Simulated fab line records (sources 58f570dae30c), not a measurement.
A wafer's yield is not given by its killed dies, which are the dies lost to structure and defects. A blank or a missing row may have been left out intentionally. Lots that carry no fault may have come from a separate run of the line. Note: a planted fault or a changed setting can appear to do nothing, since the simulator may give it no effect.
Lot-split experiment | flow berkeleyCmos170 | on a route of 331 steps: 5 lots, 23 wafers read

ABOUT THE SPLIT
At UCB170_V1_EXPOSE_09 (exposes mask VIA1, target cd 700 nm), the setting doseMj was moved away from the recipe's 37 on 7 of the 23 wafers read, by -6.8% to +3.2%. The other wafers ran this setting at the recipe's value.

FROM THE SPLIT TO THE READING: what the file shows between them, 5 steps
- UCB170_V1_PEB_10
- UCB170_V1_DEVELOP_11: develop time 45 s
- UCB170_V1_CD_MEAS_12: target cd 700 nm
- UCB170_V1_ETCH_14: etches SiO2 in CHF3/CF4/Ar, stops on Al, target depth 1250 nm, time 291 s
- UCB170_V1_STRIP_15: strips in O2

THE READING
cdNm, in nm, at UCB170_V1_CD_MEAS_90 (target cd 700 nm). Fault-free wafers of this fab line usually give 699.2 nm, standard deviation 1.6 nm.

wafer  | tool, chamber at the split | doseMj as run | against the recipe | cdNm, nm | against lot-mates on the recipe
L077.2 | krfScanner-02, 0           | 38.19         | +3.2%              | 705.7    | +7.6
L077.3 | krfScanner-02, 0           | 38.19         | +3.2%              | 703.3    | +5.2
L077.4 | krfScanner-02, 0           | 38.19         | +3.2%              | 705.8    | +7.7
L077.5 | krfScanner-02, 0           | 37            | recipe             | 697.2    | -
L077.6 | krfScanner-02, 0           | 37            | recipe             | 699.0    | -
L080.1 | krfScanner-01, 0           | 37            | recipe             | 700.0    | -
L080.3 | krfScanner-01, 0           | 37            | recipe             | 698.6    | -
L080.4 | krfScanner-01, 0           | 37            | recipe             | 701.5    | -
L080.5 | krfScanner-01, 0           | 37            | recipe             | 700.3    | -
L080.6 | krfScanner-01, 0           | 37            | recipe             | 698.9    | -
L081.1 | krfScanner-02, 0           | 34.48         | -6.8%              | 687.6    | -12.7
L081.2 | krfScanner-02, 0           | 34.48         | -6.8%              | 688.6    | -11.7
L081.3 | krfScanner-02, 0           | 37            | recipe             | 698.3    | -
L081.4 | krfScanner-02, 0           | 37            | recipe             | 701.1    | -
L081.5 | krfScanner-02, 0           | 37            | recipe             | 701.6    | -
L082.1 | krfScanner-01, 0           | 37            | recipe             | 697.5    | -
L082.2 | krfScanner-01, 0           | 37            | recipe             | 699.8    | -
L082.4 | krfScanner-01, 0           | 37            | recipe             | 697.2    | -
L083.1 | krfScanner-01, 0           | 34.63         | -6.4%              | 687.6    | -12.1
L083.2 | krfScanner-01, 0           | 34.63         | -6.4%              | 686.9    | -12.8
L083.3 | krfScanner-01, 0           | 37            | recipe             | 699.8    | -
L083.5 | krfScanner-01, 0           | 37            | recipe             | 698.2    | -
L083.6 | krfScanner-01, 0           | 37            | recipe             | 701.0    | -

THE FIT
A straight line over all 23 wafers: cdNm changes by +1.76 nm for each +1% of doseMj; r = +0.97; the points scatter about the line by 1.4 nm.
The same after taking each lot's own level away (the mean of its wafers on the recipe; 23 wafers): +1.91 nm for each +1%; r = +0.98; scatter 1.2 nm.
Per that fit: largest doseMj move, reading shift of 13 nm.
Measured against the standard deviation above, the lots' own levels, which go from 698.10 to 700.33 nm, span 1.4 times it.
The two slopes agree, so the slope changes little with the lot-to-lot level.
Check: for one of the wafers moved furthest among these (-6.8%), held out of the fit, the line's prediction against its lot-mates is -12.9 nm. Against them it came out at -12.7 nm.

FURTHER SPLITS ON THESE WAFERS
Before the reading, these wafers also passed through other splits. Each is held against what the fit with the lots' levels taken away leaves over:
other split on the same wafers     | wafers away from the commonest value | r with cdNm (lot level and that fit taken away)
UCB170_SILICIDE_SPUTTER_01 timeS   | 10                                   | +0.10
UCB170_CONTACT_COAT_10 resistThkNm | 7                                    | +0.19

THE WHOLE CHAIN: every reading that the file lists as answering this split, in the file's order
step                 | what it does                                                              | reading                                                  | change (the file's fit)              | r (the file's)
UCB170_V1_CD_MEAS_12 | target cd 700 nm                                                          | cdNm                                                     | +1.81 nm for each +1% of the setting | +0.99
UCB170_V1_ETCH_14    | etches SiO2 in CHF3/CF4/Ar, stops on Al, target depth 1250 nm, time 291 s | V1.cdNm (the simulator's own value, which no gauge read) | +1.91 nm for each +1% of the setting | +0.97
UCB170_V1_CD_MEAS_90 | target cd 700 nm                                                          | cdNm                                                     | +1.89 nm for each +1% of the setting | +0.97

THE FILE'S OWN FIT
cdNm changes by +1.89 nm for each +1% of doseMj, r = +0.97.
